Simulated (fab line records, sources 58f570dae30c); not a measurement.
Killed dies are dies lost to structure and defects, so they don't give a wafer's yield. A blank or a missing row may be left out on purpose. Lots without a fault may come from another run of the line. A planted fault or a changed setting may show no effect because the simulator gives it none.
Problem report in the 8D (eight disciplines) form, filled by code | flow berkeley_cmos170 | the parts of the form that need people (team, actions taken, sign-off) are left out

1. THE PROBLEM
V1_TEOS_THK at UCB170_V1_THK_MEAS_01 reads a mean of 2230 nm on 6 wafers of 2 lots; wafers without a fault read 1995 nm with a standard deviation of 25. That is +9.4 standard deviations from the usual mean.
First seen on wafer L825.3, day 11 05:57, on film_metro-01. The record holds 42 wafers of 14 lots with a number at this step. Rule for "out", or "out of limits": more than 4 standard deviations from the usual mean. The other wafers with a number count as sound.

2. WHAT IT IS AND WHAT IT IS NOT
question                    | is                           | is not
which readings at this step | V1_TEOS_THK                  | -
which lots                  | L825, L826                   | L807, L809, L810, L811, L815, L816, L817, L818, L819, L821, L822, L829
which wafers of those lots  | all that have a number       | -
read on which gauges        | film_metro-01, film_metro-04 | film_metro-03
when                        | from day 11 05:57            | up to then (33 sound wafers); but 3 sound wafers of L829 came after

3. SUSPECTS, AND WHAT RULES EACH OUT
Counting: a tool at a process step up to the reading stays a suspect if it ran every lot that is out and no sound lot after the first of them.
- the gauge at UCB170_V1_THK_MEAS_01: ruled out. The wafers that are out were read on 2 gauges (film_metro-01, film_metro-04).
- rtp_anneal-01 at UCB170_CONTACT_RTA_08 (time 10 s): kept. It ran every lot that is out, first L825 (day 10 23:44), and no sound lot after that; its last sound lot up to then is L821 (day 10 17:20).
- pecvd-01 at UCB170_V1_CVD_00 (deposits SiO2 from TEOS/O2, target thk 2000 nm, time 250 s): kept. It ran every lot that is out, first L825 (day 11 05:47), and no sound lot after that; its last sound lot up to then is L819 (day 10 14:09). Its own readings are out on those wafers: rf_fwd_power_W.
Left after counting: rtp_anneal-01 at UCB170_CONTACT_RTA_08, pecvd-01 at UCB170_V1_CVD_00.

4. THE CAUSE (what the simulator had put in)
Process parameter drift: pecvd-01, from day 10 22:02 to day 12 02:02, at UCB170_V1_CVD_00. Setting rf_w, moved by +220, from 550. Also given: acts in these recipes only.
Counting left 2 suspects, and this tool is among them.

5. THE CHAIN OF EFFECTS, in route order
Each row: a reading whose mean over the struck wafers that have a number lies more than 3 standard deviations from the usual. Only readings for which the record gives a usual standard deviation are gone through. hours: the time from each lot's start at the first step in this table that gives one to its start at this step, as a median over the lots. sigmas: the change in usual standard deviations.
hours | step                  | reading        | usual   | on struck wafers | change | sigmas
0     | UCB170_V1_CVD_00      | rf_fwd_power_W | 548.2 W | 768.9            | +220.7 | +99 or more
0     | UCB170_V1_THK_MEAS_01 | V1_TEOS_THK    | 1995 nm | 2230             | +235   | +9.4
The process steps in it:
- UCB170_V1_CVD_00: deposits SiO2 from TEOS/O2, target thk 2000 nm, time 250 s.

6. WHAT WOULD HAVE CAUGHT IT SOONER
In this record the first reading out of limits at a measuring or inspecting step was taken at day 11 05:57, 8 hours after the fault began at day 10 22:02.
The tool's own readings at UCB170_V1_CVD_00 were out on every struck wafer that the step has a row for (rf_fwd_power_W): an alarm limit on them would have fired on the first of those.
Of the lots that are out (2), L826 began UCB170_V1_CVD_00 on pecvd-01 after day 11 05:57. A hold on the tool at that time would have spared it.
